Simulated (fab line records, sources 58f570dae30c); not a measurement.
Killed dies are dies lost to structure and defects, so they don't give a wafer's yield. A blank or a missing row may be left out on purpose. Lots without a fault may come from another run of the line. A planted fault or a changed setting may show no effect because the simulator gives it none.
Which tool did it? | flow berkeley_cmos170 | 7 lots, 21 wafers sampled, at 2 steps of a route of 331

WHAT THE GAUGES READ, wafer by wafer
UCB170_NLDD_OVL_MEAS_07.
lot  | measured     | on         | NLDD_OVL (nm)
L816 | day 6 19:35  | overlay-02 | 5 -1 3
L818 | day 7 18:53  | overlay-01 | 0 1 0
L823 | day 8 22:16  | overlay-02 | 261 265 258
L827 | day 9 01:58  | overlay-02 | 258 258 259
L830 | day 10 02:10 | overlay-01 | 4 -5 -2
L831 | day 10 10:17 | overlay-01 | -6 -2 -6
L839 | day 11 14:44 | overlay-02 | -4 -5 -1

WHICH TOOL RAN EACH LOT (tool, then ch and the chambers of the sampled wafers, then the start)
lot  | UCB170_NLDD_EXPOSE_03
L816 | krf_scanner-01 ch 0, day 6 18:43
L818 | krf_scanner-01 ch 0, day 7 18:05
L823 | krf_scanner-02 ch 0, day 8 21:26
L827 | krf_scanner-02 ch 0, day 9 01:16
L830 | krf_scanner-01 ch 0, day 10 01:30
L831 | krf_scanner-01 ch 0, day 10 09:20
L839 | krf_scanner-01 ch 0, day 11 13:47
- UCB170_NLDD_EXPOSE_03: exposes mask NSELECT, target cd 1200 nm.

THE ANSWER, worked out from the rows above alone
Rule: what is usual is taken from the lots themselves. Put in order of their means at a reading, lots are off if they are a third of the lots or fewer, leave a main group of 4 or more, and stand apart from it by a gap of 3 or more times the standard deviation of the main group's means; of several such gaps the widest counts. A main group whose means are all the same, to the digits that the tables above print for the reading, isn't used. A lot without any number at a reading at which 4 lots or more have one is off too. The other lots that the step has rows for count as sound.
Off: L823, L827, at UCB170_NLDD_OVL_MEAS_07 (NLDD_OVL). The main group: mean -1 nm, standard deviation 2.5.
A tool fits if, at a process step before that reading, it ran every lot that is off, and no sound lot after the first of them. The gauges at UCB170_NLDD_OVL_MEAS_07 are tried like those tools. One fits: krf_scanner-02 at UCB170_NLDD_EXPOSE_03. It ran no sound lot before its first lot that is off in this sample, so the start can't be narrowed down.

WHAT THE SIMULATOR HAD PUT IN
Scanner matching overlay: krf_scanner-02, from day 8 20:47 on, at UCB170_NLDD_EXPOSE_03. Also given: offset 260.
Lots struck among those shown: L823, L827. The rule above found the same.
